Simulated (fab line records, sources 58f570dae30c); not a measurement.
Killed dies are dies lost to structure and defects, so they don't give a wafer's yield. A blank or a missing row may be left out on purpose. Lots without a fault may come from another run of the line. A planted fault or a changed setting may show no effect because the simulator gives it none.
Which tool did it? | flow berkeley_cmos170 | 15 lots, 45 wafers sampled, at 5 steps of a route of 331

WHAT THE GAUGES READ, wafer by wafer
UCB170_NWELL_TW_MEAS_16.
lot  | measured    | on            | NWELL_TW
L840 | day 2 11:49 | film_metro-02 | 1234 1230 1243
L843 | day 3 00:57 | film_metro-02 | 1238 1245 1239
L842 | day 3 01:06 | film_metro-02 | 1241 1245 1247
L841 | day 3 01:07 | film_metro-04 | 1256 1250 1250
L844 | day 3 11:29 | film_metro-04 | 1255 1245 1254
L845 | day 3 16:01 | film_metro-01 | 1255 1259 1256
L851 | day 4 16:02 | film_metro-01 | 1264 1254 1257
L850 | day 4 16:14 | film_metro-04 | 1197 1196 1203
L852 | day 4 18:56 | film_metro-02 | 1179 1178 1174
L854 | day 5 07:35 | film_metro-04 | 1187 1195 1195
L856 | day 5 15:27 | film_metro-02 | 1239 1246 1244
L857 | day 5 20:51 | film_metro-04 | 1241 1242 1244
L859 | day 6 13:32 | film_metro-02 | 1241 1234 1234
L861 | day 7 01:07 | film_metro-01 | 1267 1276 1267
L863 | day 7 03:05 | film_metro-01 | 1273 1271 1269

UCB170_ACTIVE_CD_MEAS_13: target cd 1200 nm.
lot  | measured    | on        | cd_nm (nm)
L840 | day 4 16:37 | cd_sem-01 | 1198.8 1197.8 1199.6
L843 | day 5 05:07 | cd_sem-02 | 1197.1 1198.7 1198.3
L842 | day 5 04:59 | cd_sem-01 | 1198.9 1200.6 1200.0
L841 | day 5 05:01 | cd_sem-02 | 1199.9 1199.6 1199.4
L844 | day 5 12:25 | cd_sem-02 | 1199.3 1199.9 1201.2
L845 | day 5 12:10 | cd_sem-02 | 1200.9 1200.3 1201.6
L851 | day 6 18:19 | cd_sem-02 | 1201.6 1203.2 1201.4
L850 | day 6 18:11 | cd_sem-02 | 1200.5 1199.0 1198.6
L852 | day 6 17:28 | cd_sem-02 | 1200.3 1199.6 1198.9
L854 | day 7 09:42 | cd_sem-01 | 1197.4 1197.2 1197.6
L856 | day 8 00:59 | cd_sem-01 | 1200.3 1199.9 1200.5
L857 | day 8 01:16 | cd_sem-01 | 1198.2 1198.8 1197.6
L859 | day 8 17:19 | cd_sem-01 | 1200.8 1202.0 1200.7
L861 | day 9 04:59 | cd_sem-02 | 1202.1 1202.0 1200.6
L863 | day 9 05:16 | cd_sem-01 | 1199.5 1199.6 1199.1

UCB170_FIELD_THK_MEAS_90.
lot  | measured     | on            | FIELD_OXIDE_LEFT_1_THK (nm)
L840 | day 5 08:51  | film_metro-03 | 440 450 429
L843 | day 5 23:40  | film_metro-01 | 474 461 469
L842 | day 5 23:40  | film_metro-03 | 444 439 450
L841 | day 5 23:41  | film_metro-02 | 458 440 450
L844 | day 6 08:06  | film_metro-02 | 441 450 460
L845 | day 6 08:06  | film_metro-03 | 446 446 442
L851 | day 7 16:17  | film_metro-01 | 435 434 444
L850 | day 7 16:17  | film_metro-02 | 420 431 430
L852 | day 7 16:17  | film_metro-03 | 445 442 449
L854 | day 8 07:19  | film_metro-02 | 440 453 445
L856 | day 8 18:56  | film_metro-02 | 448 448 448
L857 | day 8 18:56  | film_metro-01 | 451 458 441
L859 | day 9 13:28  | film_metro-01 | 449 442 450
L861 | day 10 00:19 | film_metro-02 | 435 451 448
L863 | day 10 00:18 | film_metro-01 | 444 444 457

WHICH TOOL RAN EACH LOT (tool, then ch and the chambers of the sampled wafers, then the start)
lot  | UCB170_NWELL_IMPLANT_14        | UCB170_ACTIVE_ETCH_15
L840 | implanter-02 ch 0, day 2 11:34 | rie_diel-01 ch 2,3, day 4 16:46
L843 | implanter-04 ch 0, day 3 00:44 | rie_diel-04 ch 0,1, day 5 05:14
L842 | implanter-02 ch 0, day 3 00:52 | rie_diel-01 ch 1,2,3, day 5 05:07
L841 | implanter-01 ch 0, day 3 00:54 | rie_diel-02 ch 0,3, day 5 05:07
L844 | implanter-04 ch 0, day 3 11:14 | rie_diel-02 ch 0,1,2, day 5 12:34
L845 | implanter-04 ch 0, day 3 15:46 | rie_diel-04 ch 0,1,2, day 5 12:20
L851 | implanter-02 ch 0, day 4 15:47 | rie_diel-04 ch 0,2,3, day 6 18:28
L850 | implanter-04 ch 0, day 4 15:59 | rie_diel-02 ch 0,1,2, day 6 18:20
L852 | implanter-04 ch 0, day 4 18:41 | rie_diel-01 ch 2,3, day 6 17:37
L854 | implanter-04 ch 0, day 5 07:20 | rie_diel-02 ch 0,2,3, day 7 09:52
L856 | implanter-01 ch 0, day 5 15:12 | rie_diel-02 ch 1,3, day 8 01:09
L857 | implanter-01 ch 0, day 5 20:36 | rie_diel-04 ch 0,1,2, day 8 01:25
L859 | implanter-02 ch 0, day 6 13:19 | rie_diel-02 ch 0,2,3, day 8 17:26
L861 | implanter-02 ch 0, day 7 00:54 | rie_diel-02 ch 0,1,3, day 9 05:06
L863 | implanter-02 ch 0, day 7 02:51 | rie_diel-01 ch 0,2,3, day 9 05:24
- UCB170_NWELL_IMPLANT_14
- UCB170_ACTIVE_ETCH_15: etches Si3N4 in CH3F/Ar/O2, stops on SiO2, target depth 242 nm, time 151 s.

WHAT THE TOOLS THEMSELVES READ (means of the sampled wafers that have a number; where no wafer has one, the mark that the record gives instead)
UCB170_NWELL_IMPLANT_14.
lot  | tool         | beam_energy_keV | dose_ions_cm2 | faraday_current_uA
L840 | implanter-02 | 149.98          | 1.0006e+13    | 31.7
L843 | implanter-04 | 150.02          | 1.0006e+13    | 31.9
L842 | implanter-02 | 150.01          | 9.9953e+12    | 32.1
L841 | implanter-01 | 150.07          | 1.0001e+13    | 31.5
L844 | implanter-04 | 150.04          | 9.9973e+12    | 31.8
L845 | implanter-04 | 149.97          | 1.0002e+13    | 31.9
L851 | implanter-02 | 150.00          | 1.0009e+13    | 31.9
L850 | implanter-04 | 149.96          | 8.7300e+12    | 28.2
L852 | implanter-04 | 150.00          | 8.7413e+12    | 27.2
L854 | implanter-04 | 150.05          | 8.7393e+12    | 26.9
L856 | implanter-01 | 150.01          | 1.0001e+13    | 31.5
L857 | implanter-01 | 150.02          | 1.0008e+13    | 31.8
L859 | implanter-02 | 150.02          | 1.0009e+13    | 31.9
L861 | implanter-02 | 150.01          | 9.9990e+12    | 32.2
L863 | implanter-02 | 150.04          | 1.0001e+13    | 31.6

UCB170_ACTIVE_ETCH_15.
lot  | tool        | chamber_pressure_mTorr (mTorr) | drypump_motor_current_A (A) | oes_product_au (a.u.) | throttle_valve_pct (%)
L840 | rie_diel-01 | 50.02                          | 6.0                         | 0.929                 | 8.04
L843 | rie_diel-04 | 49.97                          | 5.8                         | 0.924                 | 8.06
L842 | rie_diel-01 | 50.02                          | 6.0                         | 0.930                 | 8.07
L841 | rie_diel-02 | 49.96                          | 6.0                         | 0.927                 | 8.07
L844 | rie_diel-02 | 49.94                          | 5.9                         | 0.936                 | 8.09
L845 | rie_diel-04 | 50.01                          | 5.6                         | 0.931                 | 8.10
L851 | rie_diel-04 | 49.94                          | 5.3                         | 0.940                 | 8.14
L850 | rie_diel-02 | 50.03                          | 5.9                         | 0.930                 | 8.09
L852 | rie_diel-01 | 50.04                          | 6.0                         | 0.941                 | 8.04
L854 | rie_diel-02 | 49.99                          | 5.8                         | 0.924                 | 8.10
L856 | rie_diel-02 | 50.07                          | 6.1                         | 0.924                 | 8.03
L857 | rie_diel-04 | 49.97                          | 5.7                         | 0.935                 | 8.08
L859 | rie_diel-02 | 49.99                          | 5.8                         | 0.926                 | 8.09
L861 | rie_diel-02 | 49.99                          | 6.2                         | 0.939                 | 8.06
L863 | rie_diel-01 | 50.00                          | 6.0                         | 0.916                 | 8.13

THE ANSWER, worked out from the rows above alone
Rule: what is usual is taken from the lots themselves. Put in order of their means at a reading, lots are off if they are a third of the lots or fewer, leave a main group of 4 or more, and stand apart from it by a gap of 3 or more times the standard deviation of the main group's means; of several such gaps the widest counts. A main group whose means are all the same, to the digits that the tables above print for the reading, isn't used. A lot without any number at a reading at which 4 lots or more have one is off too. The other lots that the step has rows for count as sound. The gauges are gone through in route order, then the tools' own readings, and for those a lot's mean is taken as printed above. The first step at which some lot is off is used, and at that step the reading that is off furthest; a lot without a number counts as furthest.
Off: L850, L852, L854, at UCB170_NWELL_TW_MEAS_16 (NWELL_TW). The main group: mean 1250, standard deviation 11.
A tool fits if, at a process step before that reading, it ran every lot that is off, and no sound lot after the first of them. The gauges at UCB170_NWELL_TW_MEAS_16 aren't tried: what is off there is off at UCB170_NWELL_IMPLANT_14 too, on other tools, and a gauge's error can't cause that. One fits: implanter-04 at UCB170_NWELL_IMPLANT_14. Its last sound lot is L845 (day 3 15:46), its first lot that is off L850 (day 4 15:59): a fault that began between those two fits.
The tool's own readings at UCB170_NWELL_IMPLANT_14 bear it out: on the lots that are off they differ by more than 5 times the standard deviation of the sound lots' means. dose_ions_cm2 reads 8.7369e+12 there against 1.0003e+13 on the sound lots; faraday_current_uA reads 27.4 there against 31.8 on the sound lots.

WHAT THE SIMULATOR HAD PUT IN
Process parameter drift: implanter-04, from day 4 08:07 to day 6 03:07, at UCB170_NWELL_IMPLANT_14. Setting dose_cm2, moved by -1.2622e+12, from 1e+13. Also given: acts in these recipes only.
Lots struck among those shown: L850, L852, L854. The rule above found the same.
